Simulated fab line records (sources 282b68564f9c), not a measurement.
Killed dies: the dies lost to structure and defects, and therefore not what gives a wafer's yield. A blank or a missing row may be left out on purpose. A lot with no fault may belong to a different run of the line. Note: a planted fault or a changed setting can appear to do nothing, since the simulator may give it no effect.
2 desks looking at one fault + flow rit-cmos + numbers are kept per desk, each desk with only its own; the story behind them comes last

## AT THE TOOL OWNER'S DESK: pecvd-03
The tool's own readings at RIT_CONTACT_CVD_00 (deposits SiO2 from TEOS, target thk 400 nm, time 61 s): means of the sampled wafers that have a number, for each lot that ran on this tool. The brackets show how far a lot's mean lies from the usual mean; more than 4 standard deviations puts the lot out of limits, marked OUT.
Columns: A = heater-power-w at RIT_CONTACT_CVD_00, usual 320 W; B = rf-fwd-power-W at RIT_CONTACT_CVD_00, usual 396.8 W
| lot  | first seen here | A   | B               |
|------|-----------------|-----|-----------------|
| L943 | day 3 11:43     | 312 | 396.3           |
| L946 | day 3 23:29     | 328 | 399.1           |
| L949 | day 4 18:44     | 297 | 399.8           |
| L955 | day 5 20:46     | 340 | 398.2           |
| L958 | day 6 18:50     | 286 | 397.5           |
| L961 | day 7 08:53     | 231 | 504.2 (+60) OUT |
| L964 | day 8 01:53     | 262 | 451.8 (+31) OUT |
Finding of this desk: L961, L964 out of limits; the first was L961 at day 7 08:53, on rf-fwd-power-W at RIT_CONTACT_CVD_00. L943, L946, L949, L955, L958: within limits.

## METROLOGY DESK
What the gauges read, lot by lot, whatever tool the lot ran on: means of the sampled wafers that have a number. The brackets show how far a lot's mean lies from the usual mean; more than 4 standard deviations puts the lot out of limits, marked OUT.
Columns: A = CONTACT_TEOS_THK at RIT_CONTACT_THK_MEAS_01, usual 399 nm
| lot  | first seen here | A              |
|------|-----------------|----------------|
| L943 | day 3 11:46     | 402            |
| L944 | day 3 15:23     | 398            |
| L946 | day 3 23:32     | 391            |
| L947 | day 4 04:19     | 402            |
| L949 | day 4 18:49     | 390            |
| L951 | day 5 00:28     | 401            |
| L953 | day 5 11:02     | 403            |
| L955 | day 5 20:49     | 394            |
| L956 | day 6 00:37     | 403            |
| L957 | day 6 10:31     | 396            |
| L958 | day 6 18:53     | 396            |
| L961 | day 7 08:57     | 429 (+5.6) OUT |
| L964 | day 8 01:56     | 411            |
| L965 | day 8 08:23     | 393            |
Finding of this desk: L961 out of limits, first seen on L961 at day 7 08:57 (CONTACT_TEOS_THK at RIT_CONTACT_THK_MEAS_01). L943, L944, L946, L947, L949, L951, L953, L955, L956, L957, L958, L964, L965: within limits.

## PUT TOGETHER
On L961, L964, at day 7 08:53, an alarm was possible from the tool owner's desk.
The metrology desk could have raised an alarm at day 7 08:57, on L961.
The metrology desk has L964 on record, within its limits.
All the named lots went through RIT_CONTACT_CVD_00 on pecvd-03.

## WHAT THE SIMULATOR PUT IN
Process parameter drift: pecvd-03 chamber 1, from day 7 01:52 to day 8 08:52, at RIT_CONTACT_CVD_00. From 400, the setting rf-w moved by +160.
Lots struck among those shown: L961, L964.
Hours from the fault's start to each desk's first reading out of limits: the tool owner's desk, 7; the metrology desk, 7.
